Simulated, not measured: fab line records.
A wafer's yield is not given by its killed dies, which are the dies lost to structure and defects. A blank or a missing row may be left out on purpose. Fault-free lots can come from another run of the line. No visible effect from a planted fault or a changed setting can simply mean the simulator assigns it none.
Commonality check across tools    flow berkeleyCmos170    42 wafers sampled across 14 lots

## WHY THIS WAS OPENED
Of 14 lots, 2 have the reading SILICIDE_TI_RS flagged at UCB170_SILICIDE_RS_MEAS_02. Wafers without a fault read 26.2 ohm/sq, standard deviation 0.34.
Rule: flag the lot when none of its wafers has a number, or when each of its wafers that has one lies beyond 4 standard deviations from that mean. The other lots count as sound.

lot   measured      on            SILICIDE_TI_RS (ohm/sq), wafer by wafer  flag
L820  day 8 10:34   filmMetro-01  25.9 26.0 26.0                           
L822  day 8 20:20   filmMetro-01  26.4 26.7 26.3                           
L825  day 8 20:51   filmMetro-01  26.4 26.2 25.8                           
L823  day 8 20:52   filmMetro-03  25.2 25.6 25.7                           
L824  day 8 21:25   filmMetro-02  26.0 25.8 25.8                           
L827  day 9 09:11   filmMetro-02  25.9 26.1 26.0                           
L828  day 9 10:14   filmMetro-03  25.9 25.7 26.1                           
L829  day 10 03:25  filmMetro-03  26.4 26.0 26.0                           
L831  day 10 20:11  filmMetro-02  26.4 26.4 26.8                           
L832  day 10 20:25  filmMetro-03  26.3 26.7 26.6                           
L833  day 10 20:50  filmMetro-03  26.3 25.8 26.2                           
L835  day 11 06:31  filmMetro-01  26.1 26.3 26.2                           
L842  day 12 18:49  filmMetro-03  60.4 60.5 60.4                           FLAGGED
L843  day 12 19:18  filmMetro-02  56.4 56.8 56.4                           FLAGGED
Average over the flagged lots: 58.5 ohm/sq; offset from the usual +32.3 ohm/sq, equal to +95 standard deviations.

## WHICH TOOL EACH LOT WENT THROUGH
The record holds 3 process steps before the reading, out of a route of 331 steps. Every cell lists first the tool, next ch and the chambers used by the sampled wafers, and last the start.
lot   flag     UCB170_PLDD_STRIP_10                 UCB170_NLDD_STRIP_10                 UCB170_SILICIDE_SPUTTER_01
L820           plasmaAsher-03 ch 0,1, day 7 18:55   plasmaAsher-02 ch 0,1, day 7 21:16   pvdSputter-03, day 8 10:31
L822           plasmaAsher-03 ch 0,1, day 8 04:34   plasmaAsher-03 ch 0, day 8 06:59     pvdSputter-02, day 8 20:18
L825           plasmaAsher-01 ch 0,1, day 8 04:16   plasmaAsher-03 ch 0,1, day 8 06:22   pvdSputter-03, day 8 20:49
L823           plasmaAsher-04 ch 0,1, day 8 05:08   plasmaAsher-03 ch 1, day 8 07:49     pvdSputter-04, day 8 20:49
L824           plasmaAsher-03 ch 1, day 8 05:29     plasmaAsher-02 ch 0,1, day 8 08:05   pvdSputter-02, day 8 21:22
L827           plasmaAsher-03 ch 0,1, day 8 16:53   plasmaAsher-01 ch 0,1, day 8 19:29   pvdSputter-04, day 9 09:10
L828           plasmaAsher-04 ch 0,1, day 8 15:43   plasmaAsher-02 ch 0,1, day 8 19:22   pvdSputter-03, day 9 10:12
L829           plasmaAsher-01 ch 0,1, day 9 12:02   plasmaAsher-01 ch 0,1, day 9 14:58   pvdSputter-02, day 10 03:20
L831           plasmaAsher-04 ch 0,1, day 10 03:07  plasmaAsher-01 ch 0,1, day 10 05:05  pvdSputter-02, day 10 20:10
L832           plasmaAsher-01 ch 0,1, day 10 03:22  plasmaAsher-03 ch 0,1, day 10 05:11  pvdSputter-03, day 10 20:22
L833           plasmaAsher-01 ch 0,1, day 10 02:52  plasmaAsher-02 ch 0,1, day 10 04:55  pvdSputter-02, day 10 20:48
L835           plasmaAsher-01 ch 0,1, day 10 15:33  plasmaAsher-03 ch 0,1, day 10 18:41  pvdSputter-02, day 11 06:29
L842  FLAGGED  plasmaAsher-04 ch 0,1, day 12 01:31  plasmaAsher-01 ch 0,1, day 12 04:32  pvdSputter-02, day 12 18:46
L843  FLAGGED  plasmaAsher-04 ch 0, day 12 04:48    plasmaAsher-01 ch 0,1, day 12 06:59  pvdSputter-02, day 12 19:15
What the steps here do:
- UCB170_PLDD_STRIP_10: strips in O2.
- UCB170_NLDD_STRIP_10: strips in O2.
- UCB170_SILICIDE_SPUTTER_01: material Ti, target thk 30 nm, time 25 s.
- UCB170_SILICIDE_RS_MEAS_02: measures by four-point-probe.

## FLAGGED OVER TOTAL, TOOL BY TOOL (the gauges that took the reading come last)
step                        tool            lots run  flagged  share of the flagged lots  sound lots run after its first flagged lot
UCB170_PLDD_STRIP_10        plasmaAsher-01  5         0        none                       -
UCB170_PLDD_STRIP_10        plasmaAsher-03  4         0        none                       -
UCB170_PLDD_STRIP_10        plasmaAsher-04  5         2        all                        0
UCB170_NLDD_STRIP_10        plasmaAsher-01  5         2        all                        0
UCB170_NLDD_STRIP_10        plasmaAsher-02  4         0        none                       -
UCB170_NLDD_STRIP_10        plasmaAsher-03  5         0        none                       -
UCB170_SILICIDE_SPUTTER_01  pvdSputter-02   8         2        all                        0
UCB170_SILICIDE_SPUTTER_01  pvdSputter-03   4         0        none                       -
UCB170_SILICIDE_SPUTTER_01  pvdSputter-04   2         0        none                       -
UCB170_SILICIDE_RS_MEAS_02  filmMetro-01    4         0        none                       -
UCB170_SILICIDE_RS_MEAS_02  filmMetro-02    4         1        some                       0
UCB170_SILICIDE_RS_MEAS_02  filmMetro-03    6         1        some                       0

## THE TABLE: WHAT IT ALLOWS
3 rows of the table ran every flagged lot: plasmaAsher-04 at UCB170_PLDD_STRIP_10, plasmaAsher-01 at UCB170_NLDD_STRIP_10, pvdSputter-02 at UCB170_SILICIDE_SPUTTER_01.
- plasmaAsher-04 at UCB170_PLDD_STRIP_10 ran 5 lots, 2 of them flagged. A fault beginning between L831 (day 10 03:07), its last sound lot, and L842 (day 12 01:31), its first flagged one, fits the data.
- plasmaAsher-01 at UCB170_NLDD_STRIP_10 ran 5 lots, 2 of them flagged. A fault beginning between L831 (day 10 05:05), its last sound lot, and L842 (day 12 04:32), its first flagged one, fits the data.
- pvdSputter-02 at UCB170_SILICIDE_SPUTTER_01 ran 8 lots, 2 of them flagged. A fault beginning between L835 (day 11 06:29), its last sound lot, and L842 (day 12 18:46), its first flagged one, fits the data.
Counting lots can't tell these 3 tools apart, because each fits a fault that began at some hour. More lots, or a look at what each step does to the wafer, might.

## WHAT THE SIMULATOR HAD INSERTED
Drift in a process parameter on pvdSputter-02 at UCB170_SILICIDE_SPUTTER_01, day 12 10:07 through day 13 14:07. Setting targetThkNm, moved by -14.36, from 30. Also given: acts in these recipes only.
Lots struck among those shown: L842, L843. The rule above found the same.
